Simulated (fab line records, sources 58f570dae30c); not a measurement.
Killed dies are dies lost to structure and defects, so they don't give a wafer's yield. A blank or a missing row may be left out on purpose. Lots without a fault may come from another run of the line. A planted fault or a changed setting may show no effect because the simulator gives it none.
fab line records | flow berkeley_cmos170
record lots=15 wafers=45 last_day=14
route steps=331 shown M1@246
lots that met no fault: from a run of the same line without faults
start_h: hours from the record's first day to the start of the lot's first wafer shown | wait_h: hours since the lot's step before | " the same as in the row above | L1.1+2: a row that stands for several wafers | - no value, or no start given | * or withheld: withheld | < > ~ a bound
route shown NAME@n: a module of which the file shows steps, and the number in the route of the first | usual: mean/standard deviation of fault-free wafers | same: alike in all rows | chamber/n: place in a boat | sites: the reading at each site | _std_site: their standard deviation | _edge_site: outer sites' mean less inner sites' | radius_mm: how far each site lies from the wafer's centre | mask NAME#n: copy n | behind: the tool/chamber that last shaped the wafer | hold: why the lot was held/for how many hours/how that ended | device: the transistor (n, p or np) that didn't switch | end of line: the same wafers' tests at the end of the route | a step without rows: its recipe alone | killed: dies lost to structure and defects at the first sort, not the wafer's yield | map: a wafer's dies, x killed, . not, _ none there
set.NAME: the setting as run; set.NAME@STEP: as run at that earlier step | model.NAME: the simulator's own value behind a step, which no gauge read
steps of the route over a sample of lots; a table a step, a row a wafer
## steps
# step UCB170_M1_DEVELOP_08
# recipe developer=TMAH develop_time_s=45 resist=KrF dev_temp_c=21
# usual chill_plate_temp_C=23.00/0.093 develop_time_s=45/0 resist_line_temp_C=23.03/0.11
# columns lot.wafer tool chamber start_h wait_h chill_plate_temp_C develop_time_s resist_line_temp_C
L304.3 litho_track-03 0 185 - 22.96 45 23.06
L304.5 " 0 " " 22.96 45 23.05
L304.6 " 0 " " 22.93 45 23.12
L306.1 litho_track-01 0 196 - 23.06 45 23.16
L306.2 " 0 " " 23.20 45 23.20
L306.6 " 0 " " 23.12 45 23.13
L303.2 litho_track-02 0 198 - 22.95 45 23.04
L303.3 " 0 " " 23.09 45 23.05
L303.5 " 0 " " 23.08 45 23.14
L305.1 litho_track-03 0 198 - 23.01 45 23.14
L305.3 " 0 " " 22.87 45 23.13
L305.6 " 0 " " 23.01 45 23.14
L310.3 litho_track-02 - 211 - - - -
L310.4 " - " " - - -
L310.5 " - " " - - -
L311.1 litho_track-03 - 220 - - - -
L311.4 " - " " - - -
L311.6 " - 221 - - - -
L312.2 litho_track-01 - 221 - - - -
L312.5 " - " " - - -
L312.6 " - " " - - -
L313.3 litho_track-02 0 233 - 22.96 45 22.80
L313.4 " 0 " " 23.01 45 22.87
L313.6 " 0 " " 22.95 45 22.95
L317.2 litho_track-03 0 255 - 23.13 45 23.08
L317.4 " 0 " " 23.17 45 23.12
L317.6 " 0 " " 23.10 45 23.12
L316.1 litho_track-02 0 256 - 22.95 45 23.04
L316.4 " 0 " " 22.97 45 23.18
L316.5 " 0 " " 23.03 45 23.08
L318.3 litho_track-02 0 273 - 23.02 45 23.02
L318.4 " 0 " " 22.95 45 22.99
L318.6 " 0 " " 23.09 45 23.05
L319.1 litho_track-03 0 273 - 23.09 45 22.85
L319.2 " 0 " " 23.09 45 22.85
L319.3 " 0 " " 23.10 45 23.00
L321.1 litho_track-02 0 275 - 22.99 45 22.91
L321.2 " 0 " " 22.95 45 23.05
L321.3 " 0 " " 22.89 45 22.85
L323.3 litho_track-02 0 304 - 22.99 45 23.15
L323.5 " 0 " " 22.92 45 23.14
L323.6 " 0 " " 23.08 45 23.02
L325.1 litho_track-03 0 323 - 23.03 45 22.98
L325.4 " 0 " " 23.03 45 22.79
L325.5 " 0 " " 22.92 45 22.87
## key
first_sign step=UCB170_M1_DEVELOP_08 reading=tool_record direction=missing
effect none on later readings
met_at UCB170_M1_DEVELOP_08
struck_lots L310,L311,L312
later_rows_left_out L310.3,L310.4,L310.5,L311.1,L311.4,L311.6,L312.2,L312.5,L312.6
sort_left_out L310.3,L310.4,L310.5,L311.1,L311.4,L311.6,L312.2,L312.5,L312.6
onset_between 198 211
fault kind=skipped_step_whole tool=litho_track-01,litho_track-02,litho_track-03 chamber=- onset_h=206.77 steps=UCB170_M1_DEVELOP_08 scope=struck_lots_only
# sort_left_out: the simulated sort isn't trusted on such a fault, so these wafers' sort isn't shown, and their yield isn't known
# later_rows_left_out: the simulator's readings of these wafers behind a module that went badly wrong aren't trusted and aren't shown, but for the sort
